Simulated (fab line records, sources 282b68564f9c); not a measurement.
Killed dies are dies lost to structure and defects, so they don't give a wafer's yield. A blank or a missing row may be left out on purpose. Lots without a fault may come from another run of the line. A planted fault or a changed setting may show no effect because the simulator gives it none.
Split-lot experiment | flow rit_cmos | 5 lots, 23 wafers read, on a route of 202 steps

THE SPLIT
At RIT_PSD_IMPLANT_08, the setting energy_kev was moved away from the recipe's 27 on 10 of the 23 wafers read, by -5.7% to +2.0%. The other wafers ran this setting at the recipe's value.

FROM THE SPLIT TO THE READING: what the file shows between them, 3 steps
- RIT_PSD_STRIP_09: strips in O2, time 180 s
- RIT_SDANNEAL_CLEAN_02: cleans in SC2, time 600 s
- RIT_SDANNEAL_RTA_03: time 5 s

THE READING
PSD_RS, in ohm/sq, at RIT_SDANNEAL_RS_MEAS_04 (measures by four-point-probe). Fault-free wafers of this fab line usually give 115.9 ohm/sq, standard deviation 0.3 ohm/sq.

wafer  | tool, chamber at the split | energy_kev as run | against the recipe | PSD_RS, ohm/sq | against lot-mates on the recipe
L074.1 | implanter-04, 0            | 27.54             | +2.0%              | 115.4          | -0.9
L074.2 | implanter-04, 0            | 27                | recipe             | 116.3          | -
L074.4 | implanter-04, 0            | 27.54             | +2.0%              | 115.3          | -1.0
L074.5 | implanter-04, 0            | 27                | recipe             | 116.5          | -
L074.6 | implanter-04, 0            | 27                | recipe             | 116.0          | -
L078.1 | implanter-03, 0            | 27                | recipe             | 115.6          | -
L078.2 | implanter-03, 0            | 27                | recipe             | 115.8          | -
L078.3 | implanter-03, 0            | 25.46             | -5.7%              | 119.3          | +3.6
L078.4 | implanter-03, 0            | 25.46             | -5.7%              | 119.7          | +4.0
L078.6 | implanter-03, 0            | 25.46             | -5.7%              | 119.1          | +3.4
L079.2 | implanter-03, 0            | 27                | recipe             | 115.8          | -
L079.3 | implanter-03, 0            | 27                | recipe             | 116.0          | -
L079.4 | implanter-03, 0            | 27.45             | +1.7%              | 114.4          | -1.5
L079.5 | implanter-03, 0            | 27.45             | +1.7%              | 114.8          | -1.1
L079.6 | implanter-03, 0            | 27                | recipe             | 115.9          | -
L084.1 | implanter-03, 0            | 27                | recipe             | 116.1          | -
L084.4 | implanter-03, 0            | 27                | recipe             | 116.4          | -
L084.5 | implanter-03, 0            | 27                | recipe             | 116.4          | -
L085.2 | implanter-01, 0            | 26.53             | -1.7%              | 117.3          | +1.0
L085.3 | implanter-01, 0            | 27                | recipe             | 116.4          | -
L085.4 | implanter-01, 0            | 26.53             | -1.7%              | 117.0          | +0.7
L085.5 | implanter-01, 0            | 26.53             | -1.7%              | 117.2          | +0.9
L085.6 | implanter-01, 0            | 27                | recipe             | 116.3          | -

THE FIT
A straight line over all 23 wafers: PSD_RS changes by -0.578 ohm/sq for each +1% of energy_kev; r = -0.97; the points scatter about the line by 0.33 ohm/sq.
The same after taking each lot's own level away (the mean of its wafers on the recipe; 23 wafers): -0.626 ohm/sq for each +1%; r = -0.99; scatter 0.23 ohm/sq.
On that fit, the largest move of energy_kev shifts the reading by 3.6 ohm/sq.
The lots' own levels span 115.70 to 116.35 ohm/sq, that is 2.2 times the standard deviation above.
So the lot-to-lot level changes the slope little: the two slopes agree.
Check: with one of the wafers moved furthest among these (-5.7%) left out of the fit, the line predicts +3.54 ohm/sq for it against its lot-mates. It came out at +3.6 ohm/sq against them.

OTHER SPLITS ON THESE WAFERS
These wafers also went through other splits before the reading. Each is held against what the fit with the lots' levels taken away leaves over:
other split on the same wafers | wafers away from the commonest value | r with PSD_RS (lot level and that fit taken away)
RIT_GATE_SOFTBAKE_12 temp_c    | 6                                    | +0.21
RIT_NLDD_IMPLANT_08 energy_kev | 8                                    | -0.23
RIT_NSD_IMPLANT_08 energy_kev  | 7                                    | -0.12

THE WHOLE CHAIN: every reading that the file lists as answering this split, in the file's order
step                    | what it does                 | reading                                                         | change (the file's fit)                | r (the file's)
RIT_PSD_IMPLANT_08      |                              | implant.rp_nm (the simulator's own value, which no gauge read)  | +0.177 nm for each +1% of the setting  | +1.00
RIT_PSD_IMPLANT_08      |                              | implant.drp_nm (the simulator's own value, which no gauge read) | +0.0854 nm for each +1% of the setting | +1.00
RIT_SDANNEAL_RS_MEAS_04 | measures by four-point-probe | PSD_RS                                                          | -0.621 for each +1% of the setting     | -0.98

THE FILE'S OWN FIT
PSD_RS changes by -0.621 ohm/sq for each +1% of energy_kev, r = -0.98.
